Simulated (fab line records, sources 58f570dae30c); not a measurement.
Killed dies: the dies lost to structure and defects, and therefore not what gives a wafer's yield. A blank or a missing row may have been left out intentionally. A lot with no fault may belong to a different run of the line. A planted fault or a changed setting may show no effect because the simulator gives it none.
Which tool did it? / flow berkeley cmos170 / 14 lots with 42 wafers sampled at 4 steps, on a route of 331 steps

## WHAT THE GAUGES READ, wafer by wafer
UCB170_NSD_CD_MEAS_06: target cd 1200 nm. Usual: cd nm at 1199.8 nm, with a standard deviation of 1.5.
lot=L554; measured=day 6 12:16; on=cd sem-02; cd nm (nm)=1199.8 1198.8 1199.4; flag=
lot=L553; measured=day 6 12:32; on=cd sem-01; cd nm (nm)=1200.3 1200.3 1198.6; flag=
lot=L556; measured=day 7 04:50; on=cd sem-02; cd nm (nm)=1198.9 1198.1 1197.7; flag=
lot=L555; measured=day 7 05:22; on=cd sem-02; cd nm (nm)=1199.1 1197.3 1199.0; flag=
lot=L557; measured=day 7 18:58; on=cd sem-02; cd nm (nm)=1200.7 1200.2 1199.0; flag=
lot=L558; measured=day 7 19:02; on=cd sem-02; cd nm (nm)=1199.7 1201.4 1200.3; flag=
lot=L559; measured=day 8 06:20; on=cd sem-02; cd nm (nm)=1201.1 1198.8 1200.7; flag=
lot=L560; measured=day 8 06:38; on=cd sem-01; cd nm (nm)=1196.5 1196.2 1197.0; flag=
lot=L561; measured=day 8 15:41; on=cd sem-02; cd nm (nm)=1200.7 1200.6 1201.4; flag=
lot=L563; measured=day 9 11:24; on=cd sem-01; cd nm (nm)=1200.6 1201.4 1199.8; flag=
lot=L564; measured=day 9 11:39; on=cd sem-02; cd nm (nm)=1198.1 1198.2 1200.2; flag=
lot=L568; measured=day 10 01:53; on=cd sem-01; cd nm (nm)=1199.0 1197.2 1198.3; flag=
lot=L569; measured=day 10 04:04; on=cd sem-02; cd nm (nm)=1200.9 1201.4 1201.1; flag=
lot=L574; measured=day 11 07:08; on=cd sem-01; cd nm (nm)=1203.3 1202.2 1201.2; flag=

UCB170_CONTACT_CD_MEAS_15: target cd 700 nm. Usual: cd nm at 700.0 nm, with a standard deviation of 1.2.
lot=L554; measured=day 6 19:09; on=cd sem-01; cd nm (nm)=698.0 700.4 700.2; flag=
lot=L553; measured=day 6 19:31; on=cd sem-02; cd nm (nm)=700.0 700.0 698.5; flag=
lot=L556; measured=day 7 14:30; on=cd sem-01; cd nm (nm)=701.0 701.5 700.5; flag=
lot=L555; measured=day 7 14:47; on=cd sem-01; cd nm (nm)=699.8 700.5 699.5; flag=
lot=L557; measured=day 8 01:29; on=cd sem-02; cd nm (nm)=699.1 701.3 699.6; flag=
lot=L558; measured=day 8 01:14; on=cd sem-01; cd nm (nm)=698.6 700.9 697.9; flag=
lot=L559; measured=day 8 12:41; on=cd sem-02; cd nm (nm)=700.3 698.9 700.0; flag=
lot=L560; measured=day 8 12:59; on=cd sem-01; cd nm (nm)=699.6 699.3 699.2; flag=
lot=L561; measured=day 9 03:05; on=cd sem-01; cd nm (nm)=698.4 699.2 698.6; flag=
lot=L563; measured=day 9 18:20; on=cd sem-01; cd nm (nm)=698.7 698.6 700.2; flag=
lot=L564; measured=day 9 19:47; on=cd sem-01; cd nm (nm)=701.4 700.7 700.4; flag=
lot=L568; measured=day 10 08:50; on=cd sem-02; cd nm (nm)=699.9 700.0 700.0; flag=
lot=L569; measured=day 10 12:22; on=cd sem-01; cd nm (nm)=700.5 700.3 700.5; flag=
lot=L574; measured=day 11 15:13; on=cd sem-01; cd nm (nm)=699.6 699.2 699.8; flag=

## WHAT TOOL EACH LOT RAN ON (gives the tool, then ch and the chambers of the sampled wafers, and finally the start)
lot=L554; UCB170_GATE_ETCH_15=rie si-02 ch 1,3, day 5 23:37; UCB170_PLDD_STRIP_10=plasma asher-02 ch 0,1, day 6 01:55
lot=L553; UCB170_GATE_ETCH_15=rie si-02 ch 1,3, day 5 23:50; UCB170_PLDD_STRIP_10=plasma asher-04 ch 0,1, day 6 02:10
lot=L556; UCB170_GATE_ETCH_15=rie si-02 ch 0,1,2, day 6 12:47; UCB170_PLDD_STRIP_10=plasma asher-02 ch 0,1, day 6 15:28
lot=L555; UCB170_GATE_ETCH_15=rie si-01 ch 0,3, day 6 13:04; UCB170_PLDD_STRIP_10=plasma asher-04 ch 0,1, day 6 15:37
lot=L557; UCB170_GATE_ETCH_15=rie si-02 ch 0,3, day 7 03:05; UCB170_PLDD_STRIP_10=plasma asher-04 ch 0,1, day 7 04:54
lot=L558; UCB170_GATE_ETCH_15=rie si-01 ch 0,1,2, day 7 03:22; UCB170_PLDD_STRIP_10=plasma asher-02 ch 0,1, day 7 05:39
lot=L559; UCB170_GATE_ETCH_15=rie si-02 ch 2,3, day 7 17:56; UCB170_PLDD_STRIP_10=plasma asher-04 ch 0,1, day 7 19:55
lot=L560; UCB170_GATE_ETCH_15=rie si-01 ch 0,1,3, day 7 18:16; UCB170_PLDD_STRIP_10=plasma asher-02 ch 0,1, day 7 20:12
lot=L561; UCB170_GATE_ETCH_15=rie si-01 ch 1,2, day 8 02:43; UCB170_PLDD_STRIP_10=plasma asher-01 ch 1, day 8 05:26
lot=L563; UCB170_GATE_ETCH_15=rie si-02 ch 1,2,3, day 8 16:44; UCB170_PLDD_STRIP_10=plasma asher-02 ch 0,1, day 8 21:37
lot=L564; UCB170_GATE_ETCH_15=rie si-01 ch 0,2,3, day 8 20:40; UCB170_PLDD_STRIP_10=plasma asher-02 ch 0,1, day 8 22:37
lot=L568; UCB170_GATE_ETCH_15=rie si-01 ch 0,1, day 9 11:19; UCB170_PLDD_STRIP_10=plasma asher-04 ch 0,1, day 9 14:23
lot=L569; UCB170_GATE_ETCH_15=rie si-01 ch 0,1,2, day 9 15:20; UCB170_PLDD_STRIP_10=plasma asher-04 ch 0,1, day 9 18:21
lot=L574; UCB170_GATE_ETCH_15=rie si-02 ch 0,1,2, day 10 19:16; UCB170_PLDD_STRIP_10=plasma asher-02 ch 0,1, day 10 21:32
- UCB170_GATE_ETCH_15: etches poly-Si in HBr/Cl2, stops on SiO2, time 56.3 s, target depth 278.2 nm.
- UCB170_PLDD_STRIP_10: strips in O2.

## WHAT THE TOOLS THEMSELVES READ (means of the sampled wafers that have a number; where no wafer has one, the mark that the record gives instead)
UCB170_GATE_ETCH_15. Usual: HBr_flow_sccm 150.0 sccm, standard deviation 0.51; bias w 150.0 W, standard deviation 0.4; chamber pressure mTorr 15.001 mTorr, standard deviation 0.014; drypump motor current A 5.4 A, standard deviation 0.42; oes product au 0.832 a.u., standard deviation 0.015; throttle valve pct 26.51 %, standard deviation 0.22.
lot=L554; tool=rie si-02; HBr_flow_sccm (sccm)=149.7; bias w (W)=150.3; chamber pressure mTorr (mTorr)=14.998; drypump motor current A (A)=4.9; oes product au (a.u.)=0.831; throttle valve pct (%)=26.40; flag=
lot=L553; tool=rie si-02; HBr_flow_sccm (sccm)=150.1; bias w (W)=150.1; chamber pressure mTorr (mTorr)=15.013; drypump motor current A (A)=4.9; oes product au (a.u.)=0.839; throttle valve pct (%)=26.38; flag=
lot=L556; tool=rie si-02; HBr_flow_sccm (sccm)=150.2; bias w (W)=150.1; chamber pressure mTorr (mTorr)=15.002; drypump motor current A (A)=5.5; oes product au (a.u.)=0.823; throttle valve pct (%)=26.32; flag=
lot=L555; tool=rie si-01; HBr_flow_sccm (sccm)=150.7; bias w (W)=149.8; chamber pressure mTorr (mTorr)=14.996; drypump motor current A (A)=5.0; oes product au (a.u.)=0.838; throttle valve pct (%)=26.84; flag=
lot=L557; tool=rie si-02; HBr_flow_sccm (sccm)=150.3; bias w (W)=149.9; chamber pressure mTorr (mTorr)=14.995; drypump motor current A (A)=5.1; oes product au (a.u.)=0.841; throttle valve pct (%)=26.36; flag=
lot=L558; tool=rie si-01; HBr_flow_sccm (sccm)=150.3; bias w (W)=149.9; chamber pressure mTorr (mTorr)=14.998; drypump motor current A (A)=5.4; oes product au (a.u.)=0.820; throttle valve pct (%)=26.67; flag=
lot=L559; tool=rie si-02; HBr_flow_sccm (sccm)=150.0; bias w (W)=150.2; chamber pressure mTorr (mTorr)=14.997; drypump motor current A (A)=5.1; oes product au (a.u.)=0.854; throttle valve pct (%)=26.44; flag=
lot=L560; tool=rie si-01; HBr_flow_sccm (sccm)=149.8; bias w (W)=149.8; chamber pressure mTorr (mTorr)=15.017; drypump motor current A (A)=5.3; oes product au (a.u.)=0.826; throttle valve pct (%)=26.72; flag=
lot=L561; tool=rie si-01; HBr_flow_sccm (sccm)=150.2; bias w (W)=150.4; chamber pressure mTorr (mTorr)=15.005; drypump motor current A (A)=5.8; oes product au (a.u.)=0.824; throttle valve pct (%)=26.58; flag=
lot=L563; tool=rie si-02; HBr_flow_sccm (sccm)=149.6; bias w (W)=150.1; chamber pressure mTorr (mTorr)=15.003; drypump motor current A (A)=5.3; oes product au (a.u.)=0.853; throttle valve pct (%)=26.36; flag=
lot=L564; tool=rie si-01; HBr_flow_sccm (sccm)=150.2; bias w (W)=149.9; chamber pressure mTorr (mTorr)=15.003; drypump motor current A (A)=5.4; oes product au (a.u.)=0.827; throttle valve pct (%)=26.75; flag=
lot=L568; tool=rie si-01; HBr_flow_sccm (sccm)=150.3; bias w (W)=200.3; chamber pressure mTorr (mTorr)=14.989; drypump motor current A (A)=5.0; oes product au (a.u.)=0.825; throttle valve pct (%)=26.77; flag=OFF
lot=L569; tool=rie si-01; HBr_flow_sccm (sccm)=149.8; bias w (W)=200.2; chamber pressure mTorr (mTorr)=14.980; drypump motor current A (A)=5.4; oes product au (a.u.)=0.824; throttle valve pct (%)=26.67; flag=OFF
lot=L574; tool=rie si-02; HBr_flow_sccm (sccm)=149.3; bias w (W)=150.3; chamber pressure mTorr (mTorr)=15.008; drypump motor current A (A)=5.5; oes product au (a.u.)=0.836; throttle valve pct (%)=26.29; flag=

UCB170_PLDD_STRIP_10. Usual: chamber pressure mTorr 3500 mTorr, standard deviation 3.1; drypump motor current A 5.6 A, standard deviation 0.39; o2 flow sccm 400.2 sccm, standard deviation 1.1; oes product au 0.734 a.u., standard deviation 0.0044; strip time to endpoint s 21.60 s, standard deviation 0.074.
lot=L554; tool=plasma asher-02; chamber pressure mTorr (mTorr)=3501; drypump motor current A (A)=5.8; o2 flow sccm (sccm)=399.3; oes product au (a.u.)=0.736; strip time to endpoint s (s)=21.60; flag=
lot=L553; tool=plasma asher-04; chamber pressure mTorr (mTorr)=3502; drypump motor current A (A)=5.3; o2 flow sccm (sccm)=400.4; oes product au (a.u.)=0.735; strip time to endpoint s (s)=21.59; flag=
lot=L556; tool=plasma asher-02; chamber pressure mTorr (mTorr)=3499; drypump motor current A (A)=5.8; o2 flow sccm (sccm)=399.4; oes product au (a.u.)=0.736; strip time to endpoint s (s)=21.64; flag=
lot=L555; tool=plasma asher-04; chamber pressure mTorr (mTorr)=3500; drypump motor current A (A)=5.3; o2 flow sccm (sccm)=400.2; oes product au (a.u.)=0.737; strip time to endpoint s (s)=21.52; flag=
lot=L557; tool=plasma asher-04; chamber pressure mTorr (mTorr)=3500; drypump motor current A (A)=5.3; o2 flow sccm (sccm)=399.6; oes product au (a.u.)=0.730; strip time to endpoint s (s)=21.51; flag=
lot=L558; tool=plasma asher-02; chamber pressure mTorr (mTorr)=3502; drypump motor current A (A)=5.8; o2 flow sccm (sccm)=401.0; oes product au (a.u.)=0.734; strip time to endpoint s (s)=21.57; flag=
lot=L559; tool=plasma asher-04; chamber pressure mTorr (mTorr)=3501; drypump motor current A (A)=5.3; o2 flow sccm (sccm)=398.8; oes product au (a.u.)=0.737; strip time to endpoint s (s)=21.64; flag=
lot=L560; tool=plasma asher-02; chamber pressure mTorr (mTorr)=3497; drypump motor current A (A)=5.8; o2 flow sccm (sccm)=400.1; oes product au (a.u.)=0.736; strip time to endpoint s (s)=21.55; flag=
lot=L561; tool=plasma asher-01; chamber pressure mTorr (mTorr)=3503; drypump motor current A (A)=6.3; o2 flow sccm (sccm)=401.2; oes product au (a.u.)=0.734; strip time to endpoint s (s)=21.65; flag=
lot=L563; tool=plasma asher-02; chamber pressure mTorr (mTorr)=3499; drypump motor current A (A)=5.8; o2 flow sccm (sccm)=400.4; oes product au (a.u.)=0.731; strip time to endpoint s (s)=21.49; flag=
lot=L564; tool=plasma asher-02; chamber pressure mTorr (mTorr)=3501; drypump motor current A (A)=5.8; o2 flow sccm (sccm)=399.5; oes product au (a.u.)=0.734; strip time to endpoint s (s)=21.52; flag=
lot=L568; tool=plasma asher-04; chamber pressure mTorr (mTorr)=3499; drypump motor current A (A)=5.1; o2 flow sccm (sccm)=400.0; oes product au (a.u.)=0.732; strip time to endpoint s (s)=21.68; flag=
lot=L569; tool=plasma asher-04; chamber pressure mTorr (mTorr)=3502; drypump motor current A (A)=5.1; o2 flow sccm (sccm)=401.2; oes product au (a.u.)=0.733; strip time to endpoint s (s)=21.77; flag=
lot=L574; tool=plasma asher-02; chamber pressure mTorr (mTorr)=3501; drypump motor current A (A)=5.8; o2 flow sccm (sccm)=401.9; oes product au (a.u.)=0.734; strip time to endpoint s (s)=21.59; flag=

## THE ANSWER, worked out from the rows above alone
Rule: lot off if the mean of its wafers having a number is beyond 3 standard deviations from the usual mean. A lot without any number at a reading at which 4 lots or more have one is off too. Where the step has rows for the other lots, those lots are counted as sound. The gauges are gone through in route order, then the tools' own readings, and for those a lot's mean is taken as printed above. At the first step where some lot is off, the reading lying furthest off is the one used; lots without a number count as furthest.
Off at UCB170_GATE_ETCH_15 (bias w): L568, L569.
A tool fits if, at that step or a process step before it, it ran every lot that is off, and no sound lot after the first of them. One fits: rie si-01 at UCB170_GATE_ETCH_15. A fault onset in the window from L564 (day 8 20:40, its last sound lot) to L568 (day 9 11:19, its first lot off) fits.
On the lots that are off, the tool's own readings at UCB170_GATE_ETCH_15 differ by more than 5 times the standard deviation of the sound lots' means, which bears it out; bias w reads 200.2 W there versus 150.1 W on the sound lots.

## WHAT THE SIMULATOR HAD INSERTED
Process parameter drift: rie si-01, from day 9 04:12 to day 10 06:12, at UCB170_GATE_ETCH_15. The setting bias w was moved by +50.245, starting from 150.
Lots struck among those shown: L568, L569. This agrees with what the rule above found.
